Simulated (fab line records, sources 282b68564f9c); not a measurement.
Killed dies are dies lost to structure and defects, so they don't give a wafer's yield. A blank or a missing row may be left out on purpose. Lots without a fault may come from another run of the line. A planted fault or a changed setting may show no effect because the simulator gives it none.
fab line records | flow rit_cmos
record lots=13 wafers=39 last_day=7
route steps=202 shown ACTIVE@1 NWELL@37 PRETRO@70 GATE@96
lots that met no fault: from a run of the same line without faults
start_h: hours from the record's first day to the start of the lot's first wafer shown | wait_h: hours since the lot's step before | " the same as in the row above | L1.1+2: a row that stands for several wafers | - no value, or no start given | * or withheld: withheld | < > ~ a bound
route shown NAME@n: a module of which the file shows steps, and the number in the route of the first | usual: mean/standard deviation of fault-free wafers | same: alike in all rows | chamber/n: place in a boat | sites: the reading at each site | _std_site: their standard deviation | _edge_site: outer sites' mean less inner sites' | radius_mm: how far each site lies from the wafer's centre | mask NAME#n: copy n | behind: the tool/chamber that last shaped the wafer | hold: why the lot was held/for how many hours/how that ended | device: the transistor (n, p or np) that didn't switch | end of line: the same wafers' tests at the end of the route | a step without rows: its recipe alone | killed: dies lost to structure and defects at the first sort, not the wafer's yield | map: a wafer's dies, x killed, . not, _ none there
set.NAME: the setting as run; set.NAME@STEP: as run at that earlier step | model.NAME: the simulator's own value behind a step, which no gauge read
steps of the route over a sample of lots; a table a step, a row a wafer
services: from which hour (start_h, from the record's first day; less than 0 if before it) a tool's chamber was out of use, for how many hours, and why
## steps
# step RIT_ACTIVE_BOW_MEAS_00
# recipe mode=bow
# usual INCOMING_BOW=0/7
# columns lot.wafer tool chamber start_h wait_h INCOMING_BOW[um]
L394.3 film_metro-02 - 10.04 - 3
L394.4 " - " " 1
L394.6 " - " " -10
L395.1 film_metro-02 - 15.00 - 7
L395.4 " - " " -3
L395.5 " - " " 3
L397.1 film_metro-01 - 25.00 - -4
L397.2 " - " " 2
L397.5 " - " " 1
L399.1 film_metro-03 - 35.00 - 4
L399.2 " - " " -4
L399.3 " - " " 15
L402.1 film_metro-02 - 50.00 - 4
L402.2 " - " " 14
L402.5 " - " " 7
L403.1 film_metro-03 - 55.00 - -2
L403.2 " - " " 7
L403.5 " - " " 4
L404.2 film_metro-02 - 60.02 - 8
L404.5 " - " " 8
L404.6 " - " " 8
L405.2 film_metro-03 - 65.02 - -3
L405.4 " - " " 5
L405.6 " - " " 4
L406.1 film_metro-01 - 70.00 - 8
L406.2 " - " " -18
L406.5 " - " " -7
L407.2 film_metro-02 - 75.02 - -7
L407.3 " - " " -4
L407.4 " - " " -4
L409.3 film_metro-03 - 85.04 - -1
L409.5 " - " " -12
L409.6 " - " " -8
L410.2 film_metro-03 - 90.02 - -5
L410.3 " - " " -1
L410.6 " - " " -17
L415.2 film_metro-02 - 115.02 - 7
L415.3 " - " " -1
L415.4 " - " " 5
# step RIT_NWELL_STRIP_09
# recipe chemistry=O2 time_s=180 resist=NOVOLAK platen_temp_c=withheld power_w=500 pressure_mtorr=4000 o2_flow_sccm=4000
# usual drypump_motor_current_A=5.7/0.45 rf_refl_power_W=5.9/1.4 run_length_s=208.3/0.46
# columns lot.wafer tool chamber start_h wait_h drypump_motor_current_A rf_hours_counter_h rf_refl_power_W run_length_s
L394.3 plasma_asher-02 0 21.40 0.1 5.2 - 5.3 208.1
L394.4 " 1 " " 6.2 - 5.3 207.5
L394.6 " 0 " " 5.2 - 5.3 208.9
L395.1 plasma_asher-04 1 26.55 0.1 5.4 24 5.4 208.5
L395.4 " 1 " " 5.4 - 5.2 208.7
L395.5 " 0 " " 6.1 - 4.7 208.2
L397.1 plasma_asher-02 1 35.81 0.1 6.2 39 5.2 207.5
L397.2 " 0 " " 5.2 39 5.3 208.4
L397.5 " 0 " " 5.2 - 5.2 208.3
L399.1 plasma_asher-02 0 47.66 0.1 5.2 41 5.3 209.0
L399.2 " 1 " " 6.2 41 5.3 207.5
L399.3 " 1 " " 6.2 - 5.3 207.8
L402.1 plasma_asher-02 1 60.72 0.1 6.2 43 5.2 207.8
L402.2 " 0 " " 5.2 43 5.2 208.6
L402.5 " 0 " " 5.2 - 5.2 208.1
L403.1 plasma_asher-03 1 66.38 0.1 6.1 40 6.8 208.7
L403.2 " 0 " " 5.0 40 9.4 207.9
L403.5 " 1 " " 6.1 - 6.8 209.0
L404.2 plasma_asher-04 1 71.28 0.1 5.4 29 5.3 208.6
L404.5 " 1 " " 5.4 - 5.2 208.4
L404.6 " 0 " " 6.0 - 4.7 207.9
L405.2 plasma_asher-04 0 76.88 0.1 6.0 30 4.9 208.0
L405.4 " 1 " " 5.4 - 5.3 208.7
L405.6 " 1 " " 5.4 - 5.3 208.7
L406.1 plasma_asher-04 1 82.24 0.1 5.4 30 5.2 208.8
L406.2 " 0 " " 6.0 30 4.9 208.0
L406.5 " 0 " " 6.0 - 5.0 208.1
L407.2 plasma_asher-04 0 86.75 0.1 6.0 31 4.9 207.9
L407.3 " 0 " " 6.0 - 4.7 208.4
L407.4 " 1 " " 5.4 - 5.3 208.6
L409.3 plasma_asher-02 0 97.76 0.1 5.2 - 5.2 72.3
L409.5 " 0 " " 5.2 - 5.2 72.2
L409.6 " 1 " " 6.2 - 5.2 72.4
L410.2 plasma_asher-04 0 102.58 0.1 6.1 32 5.0 208.2
L410.3 " 0 " " 6.1 - 5.0 208.2
L410.6 " 1 " " 5.4 - 5.2 208.3
L415.2 plasma_asher-04 1 125.89 0.1 5.4 35 5.2 208.4
L415.3 " 0 " " 6.0 - 4.8 208.2
L415.4 " 1 " " 5.4 - 5.3 208.4
# step RIT_PRETRO_OVL_MEAS_06
# usual PRETRO_OVL=0.5/1.4
# columns lot.wafer tool chamber start_h wait_h PRETRO_OVL[nm]
L394.3 overlay-01 - 32.16 - 0.8
L394.4 " - " " 2.4
L394.6 " - " " 2.5
L395.1 overlay-01 - 36.66 - 1.4
L395.4 " - " " 0.4
L395.5 " - " " 1.4
L397.1 overlay-01 - 45.67 - 1.2
L397.2 " - " " 2.4
L397.5 " - " " 1.6
L399.1 overlay-01 - 57.82 - 1.0
L399.2 " - " " -1.1
L399.3 " - " " -2.4
L402.1 overlay-02 - 70.51 - -0.9
L402.2 " - " " -1.3
L402.5 " - " " -1.0
L403.1 overlay-02 - 76.17 - -1.2
L403.2 " - " " -1.1
L403.5 " - " " 0.3
L404.2 overlay-02 - 80.95 - 0.2
L404.5 " - " " 2.2
L404.6 " - " " 1.0
L405.2 overlay-01 - 87.46 - 0.6
L405.4 " - " " 0.4
L405.6 " - " " 1.0
L406.1 overlay-02 - 92.44 - -1.0
L406.2 " - " " 1.3
L406.5 " - " " 0.7
L407.2 overlay-02 - 100.12 - -0.9
L407.3 " - " " -0.8
L407.4 " - " " -1.0
L410.2 overlay-01 - 112.58 - 0.7
L410.3 " - " " 1.3
L410.6 " - " " 0.7
L415.2 overlay-01 - 136.39 - 2.0
L415.3 " - " " 0.6
L415.4 " - " " 0.7
# step RIT_GATE_STRIP_20
# recipe chemistry=O2 time_s=180 resist=NOVOLAK platen_temp_c=withheld power_w=500 pressure_mtorr=4000 o2_flow_sccm=4000
# usual drypump_motor_current_A=5.7/0.49 rf_refl_power_W=6.1/1.6 run_length_s=208.3/0.45
# columns lot.wafer tool chamber start_h wait_h drypump_motor_current_A rf_hours_counter_h rf_refl_power_W run_length_s
L394.3 plasma_asher-04 0 37.68 0.1 6.0 - 4.8 208.1
L394.4 " 1 " " 5.4 - 5.1 208.4
L394.6 " 1 " " 5.4 - 5.4 208.2
L395.1 plasma_asher-04 0 42.13 0.1 6.1 26 5.0 208.3
L395.4 " 0 " " 6.0 - 4.6 208.0
L395.5 " 0 " " 6.1 - 4.9 208.0
L397.1 plasma_asher-03 1 51.68 0.1 6.1 39 6.6 209.0
L397.2 " 0 " " 5.0 39 9.2 208.0
L397.5 " 0 " " 5.0 - 9.0 208.4
L399.1 plasma_asher-02 1 64.18 0.1 6.2 43 5.2 207.4
L399.2 " 0 " " 5.2 43 5.3 208.2
L399.3 " 1 " " 6.2 - 5.1 208.1
L402.1 plasma_asher-02 1 75.98 0.1 6.2 44 5.1 207.8
L402.2 " 0 " " 5.2 44 5.3 208.3
L402.5 " 0 " " 5.2 - 5.2 208.8
L403.1 plasma_asher-02 1 81.91 0.1 6.2 45 5.1 207.7
L403.2 " 0 " " 5.2 45 5.2 208.6
L403.5 " 1 " " 6.2 - 5.3 207.8
L404.2 plasma_asher-03 0 87.65 0.1 5.0 41 9.2 208.1
L404.5 " 1 " " 6.1 - 7.2 209.2
L404.6 " 0 " " 5.0 - 9.1 208.0
L405.2 plasma_asher-03 0 95.63 0.1 5.0 41 9.3 207.9
L405.4 " 1 " " 6.1 - 7.0 209.1
L405.6 " 1 " " 6.1 - 7.2 208.7
L406.1 plasma_asher-02 0 100.09 0.1 5.2 47 5.1 208.3
L406.2 " 1 " " 6.2 47 5.3 208.1
L406.5 " 1 " " 6.2 - 5.3 207.8
L407.2 plasma_asher-04 0 106.27 0.1 6.0 33 5.1 207.7
L407.3 " 1 " " 5.4 - 5.3 208.6
L407.4 " 0 " " 6.0 - 4.7 208.2
L410.2 plasma_asher-03 0 118.30 0.1 5.0 45 9.3 208.4
L410.3 " 0 " " 5.0 - 9.5 208.0
L410.6 " 1 " " 6.1 - 7.4 208.9
L415.2 plasma_asher-04 1 142.67 0.1 5.4 37 5.3 208.2
L415.3 " 1 " " 5.4 - 5.4 208.5
L415.4 " 0 " " 6.1 - 4.9 208.3
## services
# columns tool chamber start_h hours kind
plasma_asher-03 - 32.97 16.7 repair
plasma_asher-04 - 46.32 3.4 repair
plasma_asher-03 - 62.75 3.1 repair
plasma_asher-03 - 66.82 15.6 pm
plasma_asher-02 - 107.56 3.9 repair
plasma_asher-04 - 108.75 1.5 repair
plasma_asher-02 - 111.42 9.0 pm
plasma_asher-02 0 111.42 9.0 vent_cycle
plasma_asher-02 1 111.42 9.0 vent_cycle
plasma_asher-02 0 120.42 - clean
plasma_asher-02 1 120.42 - clean
## key
first_sign step=RIT_NWELL_STRIP_09 reading=run_length_s direction=down sigmas=99+ usual=* struck=*
effect none on later readings
met_at RIT_NWELL_STRIP_09
struck_lots L409
later_rows_left_out L409.3,L409.5,L409.6
sort_left_out L409.3,L409.5,L409.6
tester_left_out L409
not_acting_at RIT_ACTIVE_BOW_MEAS_00,RIT_PRETRO_OVL_MEAS_06,RIT_GATE_STRIP_20
onset_between 60.72 97.76
fault kind=strip_aborted tool=plasma_asher-02 chamber=- onset_h=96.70 steps=RIT_NWELL_STRIP_09 offset=0.6 end_h=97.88
# tester_left_out: of these lots the tester's yield and bins aren't shown, on N5 and GAA mostly nor the transistor test; their killed dies are dies lost to structure and defects alone, not to doping, threshold or leakage, so they don't give the yield
# sort_left_out: the simulated sort isn't trusted on such a fault, so these wafers' sort isn't shown, and their yield isn't known
# later_rows_left_out: the simulator's readings of these wafers behind a module that went badly wrong aren't trusted and aren't shown, but for the sort
